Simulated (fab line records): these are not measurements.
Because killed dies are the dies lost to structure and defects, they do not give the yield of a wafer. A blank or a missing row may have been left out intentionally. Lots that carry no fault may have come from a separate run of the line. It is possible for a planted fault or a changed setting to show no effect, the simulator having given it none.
Which tool is to blame? + flow berkeley cmos170 + 42 wafers from 14 lots sampled at 3 of the route's 331 steps

WHAT THE GAUGES READ, wafer by wafer
UCB170_V1_OVL_MEAS_13.
| lot  | measured     | on         | V1_OVL (nm) |
|------|--------------|------------|-------------|
| L614 | day 8 12:43  | overlay-01 | -1 6 -2     |
| L616 | day 9 01:47  | overlay-01 | -4 -7 -7    |
| L615 | day 9 03:29  | overlay-01 | 5 1 -1      |
| L618 | day 9 21:07  | overlay-01 | 0 1 0       |
| L621 | day 9 21:23  | overlay-02 | -14 -13 -7  |
| L622 | day 9 21:40  | overlay-01 | -3 5 9      |
| L620 | day 9 21:53  | overlay-02 | -8 1 -1     |
| L619 | day 9 22:13  | overlay-02 | 1 -2 1      |
| L623 | day 11 03:37 | overlay-02 | 0 -3 0      |
| L626 | day 11 04:01 | overlay-01 | 3 6 4       |
| L625 | day 11 04:16 | overlay-02 | 2 3 4       |
| L631 | day 12 09:45 | overlay-02 | 7 8 0       |
| L633 | day 12 13:56 | overlay-02 | 1 2 5       |
| L637 | day 13 04:16 | overlay-02 | 2 -1 -4     |

UCB170_V2_BOW_MEAS_03.
| lot  | measured     | on            | V2_BOW (um) |
|------|--------------|---------------|-------------|
| L614 | day 8 17:11  | film metro-02 | 42 49 32    |
| L616 | day 9 06:10  | film metro-02 | 44 32 20    |
| L615 | day 9 07:22  | film metro-02 | 36 37 27    |
| L618 | day 10 01:23 | film metro-04 | 35 40 33    |
| L621 | day 10 01:50 | film metro-02 | 55 44 35    |
| L622 | day 10 01:59 | film metro-04 | 39 36 33    |
| L620 | day 10 02:22 | film metro-02 | 40 30 36    |
| L619 | day 10 02:25 | film metro-04 | 39 23 36    |
| L623 | day 11 08:44 | film metro-04 | 42 33 33    |
| L626 | day 11 09:02 | film metro-04 | 45 40 40    |
| L625 | day 11 09:52 | film metro-03 | 33 23 30    |
| L631 | day 12 15:29 | film metro-03 | 42 40 29    |
| L633 | day 12 18:25 | film metro-02 | 36 38 44    |
| L637 | day 13 07:56 | film metro-02 | 46 40 34    |

EACH LOT AND THE TOOL THAT RAN IT (in order: tool; ch and the chambers of the sampled wafers; start)
| lot  | UCB170_M2_ETCH_17                  |
|------|------------------------------------|
| L614 | rie diel-03 ch 0,1,2, day 8 16:01  |
| L616 | rie diel-02 ch 0,1, day 9 05:13    |
| L615 | rie diel-03 ch 0,1,2, day 9 06:23  |
| L618 | rie diel-03 ch 1,2,3, day 10 00:13 |
| L621 | rie diel-02 ch 0,1, day 10 00:52   |
| L622 | rie diel-03 ch 0,2,3, day 10 01:00 |
| L620 | rie diel-02 ch 0,1,3, day 10 01:13 |
| L619 | rie diel-03 ch 1,2,3, day 10 01:27 |
| L623 | rie diel-04 ch 0,2,3, day 11 07:46 |
| L626 | rie diel-02 ch 0,3, day 11 08:03   |
| L625 | rie diel-04 ch 0,3, day 11 08:52   |
| L631 | rie diel-04 ch 0,2,3, day 12 14:31 |
| L633 | rie diel-02 ch 2,3, day 12 17:25   |
| L637 | rie diel-02 ch 1,2,3, day 13 06:59 |
- UCB170_M2_ETCH_17: etches BARC in N2/H2.

WHAT THE TOOLS THEMSELVES READ (means of the sampled wafers that have a number; where no wafer has one, the mark that the record gives instead)
UCB170_M2_ETCH_17.
| lot  | tool        | drypump motor current A (A) | oes product au (a.u.) | throttle valve pct (%) |
|------|-------------|-----------------------------|-----------------------|------------------------|
| L614 | rie diel-03 | 5.8                         | 1.013                 | 13.23                  |
| L616 | rie diel-02 | 5.5                         | 1.005                 | 13.36                  |
| L615 | rie diel-03 | 5.8                         | 1.015                 | 13.24                  |
| L618 | rie diel-03 | 5.7                         | 1.005                 | 13.16                  |
| L621 | rie diel-02 | 5.5                         | 0.997                 | 13.35                  |
| L622 | rie diel-03 | 5.7                         | 1.016                 | 13.08                  |
| L620 | rie diel-02 | 5.8                         | 1.000                 | 13.43                  |
| L619 | rie diel-03 | 5.7                         | 1.010                 | 13.16                  |
| L623 | rie diel-04 | 6.0                         | 0.986                 | 13.31                  |
| L626 | rie diel-02 | 6.0                         | 0.991                 | 13.52                  |
| L625 | rie diel-04 | 6.2                         | 0.975                 | 13.25                  |
| L631 | rie diel-04 | 6.0                         | 0.985                 | 13.30                  |
| L633 | rie diel-02 | 6.2                         | 0.983                 | 13.49                  |
| L637 | rie diel-02 | 5.9                         | 0.993                 | 13.40                  |

THE ANSWER, worked out from the rows above alone
Rule: the usual values come from the lots themselves. Put in order of their means at a reading, lots are off if they are a third of the lots or fewer, leave a main group of 4 or more, and stand apart from it by a gap of 3 or more times the standard deviation of the main group's means; of several such gaps the widest counts. If all means in a main group match to the digits the tables above print for the reading, that group is not used. Also off: a lot with no number at a reading for which 4 or more lots have one. The other lots that the step has rows for count as sound. Order of review: gauges by route order, followed by the tools' own readings, for which a lot's mean as printed above is used. At the first step where some lot is off, the reading lying furthest off is the one used; lots without a number count as furthest.
Nothing can be told from this: no lot is off at any reading shown.

WHAT THE SIMULATOR HAD PUT IN
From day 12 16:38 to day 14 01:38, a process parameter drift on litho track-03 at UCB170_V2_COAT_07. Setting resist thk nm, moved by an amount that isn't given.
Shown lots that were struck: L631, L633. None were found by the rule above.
